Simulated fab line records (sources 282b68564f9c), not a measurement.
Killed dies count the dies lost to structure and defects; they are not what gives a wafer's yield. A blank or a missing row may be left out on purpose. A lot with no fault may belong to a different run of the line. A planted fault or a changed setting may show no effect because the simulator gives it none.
Split-lot experiment / flow rit-cmos / on a route of 202 steps: 5 lots, 23 wafers read

THE SPLIT
At RIT_GATE_DEVELOP_15 (develop time 50 s), the setting dev-temp-c was moved away from the recipe's 23 C on 10 of the 23 wafers read, by -14.1% to +13.9%. The other wafers ran this setting at the recipe's value.

FROM THE SPLIT TO THE READING: what the file shows between them, 10 steps
- RIT_GATE_HARDBAKE_18: time 60 s
- RIT_GATE_ETCH_19: etches poly-Si in SF6/CHF3/O2, stops on SiO2, time 165 s, target depth 312.5 nm
- RIT_NLDD_IMPLANT_08 (also split here: dose-cm2)
- RIT_NLDD_STRIP_09: strips in O2, time 180 s
- RIT_NLDD_TW_MEAS_10
- RIT_SPACER_CVD_03: deposits Si3N4 from SiH2Cl2/NH3, target thk 250 nm, time 3300 s (also split here: nh3-flow-sccm)
- RIT_PSD_DEVELOP_05: develop time 50 s (also split here: develop-time-s)
- RIT_PSD_HARDBAKE_07: time 60 s
- RIT_PSD_STRIP_09: strips in O2, time 180 s
- RIT_SDANNEAL_CLEAN_00: cleans in SC1, time 600 s

THE READING
etest.pmos_0p15.r-on-ohm-um (the simulator's own value, which no gauge read), at RIT_M1_PROBE_99. There is no usual value for it anywhere in the file. Here, 13 wafers ran the recipe; their average is 2937 with a standard deviation of 1.1e+02.

wafer=L074.1; tool, chamber at the split=litho-track-04, 0; dev-temp-c as run, C=23; against the recipe=recipe; etest.pmos_0p15.r-on-ohm-um=2776; against lot-mates on the recipe=-
wafer=L074.2; tool, chamber at the split=litho-track-04, 0; dev-temp-c as run, C=19.75; against the recipe=-14.1%; etest.pmos_0p15.r-on-ohm-um=2352; against lot-mates on the recipe=-443
wafer=L074.4; tool, chamber at the split=litho-track-04, 0; dev-temp-c as run, C=23; against the recipe=recipe; etest.pmos_0p15.r-on-ohm-um=2862; against lot-mates on the recipe=-
wafer=L074.5; tool, chamber at the split=litho-track-04, 0; dev-temp-c as run, C=23; against the recipe=recipe; etest.pmos_0p15.r-on-ohm-um=2748; against lot-mates on the recipe=-
wafer=L074.6; tool, chamber at the split=litho-track-04, 0; dev-temp-c as run, C=19.75; against the recipe=-14.1%; etest.pmos_0p15.r-on-ohm-um=2304; against lot-mates on the recipe=-491
wafer=L075.1; tool, chamber at the split=litho-track-03, 0; dev-temp-c as run, C=24.94; against the recipe=+8.4%; etest.pmos_0p15.r-on-ohm-um=3193; against lot-mates on the recipe=+226
wafer=L075.2; tool, chamber at the split=litho-track-03, 0; dev-temp-c as run, C=23; against the recipe=recipe; etest.pmos_0p15.r-on-ohm-um=2955; against lot-mates on the recipe=-
wafer=L075.3; tool, chamber at the split=litho-track-03, 0; dev-temp-c as run, C=24.94; against the recipe=+8.4%; etest.pmos_0p15.r-on-ohm-um=3239; against lot-mates on the recipe=+272
wafer=L075.5; tool, chamber at the split=litho-track-03, 0; dev-temp-c as run, C=23; against the recipe=recipe; etest.pmos_0p15.r-on-ohm-um=2978; against lot-mates on the recipe=-
wafer=L075.6; tool, chamber at the split=litho-track-03, 0; dev-temp-c as run, C=24.94; against the recipe=+8.4%; etest.pmos_0p15.r-on-ohm-um=3272; against lot-mates on the recipe=+306
wafer=L076.2; tool, chamber at the split=litho-track-03, 0; dev-temp-c as run, C=23; against the recipe=recipe; etest.pmos_0p15.r-on-ohm-um=3086; against lot-mates on the recipe=-
wafer=L076.3; tool, chamber at the split=litho-track-03, 0; dev-temp-c as run, C=23; against the recipe=recipe; etest.pmos_0p15.r-on-ohm-um=2969; against lot-mates on the recipe=-
wafer=L076.4; tool, chamber at the split=litho-track-03, 0; dev-temp-c as run, C=21.08; against the recipe=-8.3%; etest.pmos_0p15.r-on-ohm-um=2667; against lot-mates on the recipe=-360
wafer=L076.5; tool, chamber at the split=litho-track-03, 0; dev-temp-c as run, C=21.08; against the recipe=-8.3%; etest.pmos_0p15.r-on-ohm-um=2765; against lot-mates on the recipe=-262
wafer=L076.6; tool, chamber at the split=litho-track-03, 0; dev-temp-c as run, C=21.08; against the recipe=-8.3%; etest.pmos_0p15.r-on-ohm-um=2815; against lot-mates on the recipe=-212
wafer=L081.1; tool, chamber at the split=litho-track-04, 0; dev-temp-c as run, C=26.19; against the recipe=+13.9%; etest.pmos_0p15.r-on-ohm-um=3433; against lot-mates on the recipe=+383
wafer=L081.2; tool, chamber at the split=litho-track-04, 0; dev-temp-c as run, C=23; against the recipe=recipe; etest.pmos_0p15.r-on-ohm-um=3057; against lot-mates on the recipe=-
wafer=L081.3; tool, chamber at the split=litho-track-04, 0; dev-temp-c as run, C=26.19; against the recipe=+13.9%; etest.pmos_0p15.r-on-ohm-um=3617; against lot-mates on the recipe=+567
wafer=L081.4; tool, chamber at the split=litho-track-04, 0; dev-temp-c as run, C=23; against the recipe=recipe; etest.pmos_0p15.r-on-ohm-um=3023; against lot-mates on the recipe=-
wafer=L081.5; tool, chamber at the split=litho-track-04, 0; dev-temp-c as run, C=23; against the recipe=recipe; etest.pmos_0p15.r-on-ohm-um=3069; against lot-mates on the recipe=-
wafer=L083.1; tool, chamber at the split=litho-track-02, 0; dev-temp-c as run, C=23; against the recipe=recipe; etest.pmos_0p15.r-on-ohm-um=2812; against lot-mates on the recipe=-
wafer=L083.3; tool, chamber at the split=litho-track-02, 0; dev-temp-c as run, C=23; against the recipe=recipe; etest.pmos_0p15.r-on-ohm-um=2866; against lot-mates on the recipe=-
wafer=L083.5; tool, chamber at the split=litho-track-02, 0; dev-temp-c as run, C=23; against the recipe=recipe; etest.pmos_0p15.r-on-ohm-um=2975; against lot-mates on the recipe=-

THE FIT
A straight line over all 23 wafers: etest.pmos_0p15.r-on-ohm-um changes by +37.9 for each +1% of dev-temp-c; r = +0.93; the points scatter about the line by 1.1e+02.
The same after taking each lot's own level away (the mean of its wafers on the recipe; 23 wafers): +33.3 for each +1%; r = +0.98; scatter 55.
That fit puts the effect of the largest move of dev-temp-c on the reading at 4.7e+02.
The span of the lots' own levels, 2795.3 to 3049.7, comes to 2.3 times the standard deviation stated above.
So the slope is not independent of the lot-to-lot level: the two fits are not the same.
Check: for one of the wafers moved furthest among these (-14.1%), held out of the fit, the line's prediction against its lot-mates is -478. Against them it came out at -443.

FURTHER SPLITS ON THESE WAFERS
Note: prior to the reading, these wafers also went through further splits. Each is held against what the fit with the lots' levels taken away leaves over:
other split on the same wafers=RIT_ACTIVE_CVD_03 nh3-flow-sccm; wafers away from the commonest value=15; r with etest.pmos_0p15.r-on-ohm-um (lot level and that fit taken away)=-0.06
other split on the same wafers=RIT_ACTIVE_ETCH_13 rf-w; wafers away from the commonest value=6; r with etest.pmos_0p15.r-on-ohm-um (lot level and that fit taken away)=+0.08
other split on the same wafers=RIT_NWELL_IMPLANT_08 dose-cm2; wafers away from the commonest value=6; r with etest.pmos_0p15.r-on-ohm-um (lot level and that fit taken away)=-0.03
other split on the same wafers=RIT_PWELL_HARDBAKE_07 temp-c; wafers away from the commonest value=8; r with etest.pmos_0p15.r-on-ohm-um (lot level and that fit taken away)=+0.01
other split on the same wafers=RIT_NRETRO_COAT_01 resist-thk-nm; wafers away from the commonest value=7; r with etest.pmos_0p15.r-on-ohm-um (lot level and that fit taken away)=-0.07
other split on the same wafers=RIT_NRETRO_DEVELOP_05 develop-time-s; wafers away from the commonest value=6; r with etest.pmos_0p15.r-on-ohm-um (lot level and that fit taken away)=+0.23
other split on the same wafers=RIT_PRETRO_IMPLANT_08 dose-cm2; wafers away from the commonest value=7; r with etest.pmos_0p15.r-on-ohm-um (lot level and that fit taken away)=+0.14
other split on the same wafers=RIT_GATE_CVD_08 sih4-flow-sccm; wafers away from the commonest value=18; r with etest.pmos_0p15.r-on-ohm-um (lot level and that fit taken away)=+0.05
other split on the same wafers=RIT_NLDD_IMPLANT_08 dose-cm2; wafers away from the commonest value=9; r with etest.pmos_0p15.r-on-ohm-um (lot level and that fit taken away)=-0.05
other split on the same wafers=RIT_SPACER_CVD_03 nh3-flow-sccm; wafers away from the commonest value=15; r with etest.pmos_0p15.r-on-ohm-um (lot level and that fit taken away)=+0.00
other split on the same wafers=RIT_PSD_DEVELOP_05 develop-time-s; wafers away from the commonest value=8; r with etest.pmos_0p15.r-on-ohm-um (lot level and that fit taken away)=-0.60

THE WHOLE CHAIN: every reading that the file lists as answering this split, in the file's order
step=RIT_M1_PROBE_99; what it does=; reading=etest.pmos-turned.r-on-ohm-um (the simulator's own value, which no gauge read); change (the file's fit)=+33.8 for each +1% of the setting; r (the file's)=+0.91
step=RIT_M1_PROBE_99; what it does=; reading=etest.pmos_0p3.r-on-ohm-um (the simulator's own value, which no gauge read); change (the file's fit)=+32 for each +1% of the setting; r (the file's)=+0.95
step=RIT_M1_PROBE_99; what it does=; reading=etest.pmos_0p15.r-on-ohm-um (the simulator's own value, which no gauge read); change (the file's fit)=+33.4 for each +1% of the setting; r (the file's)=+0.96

THE FILE'S OWN FIT
etest.pmos_0p15.r-on-ohm-um changes by +33.4 for each +1% of dev-temp-c, r = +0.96.
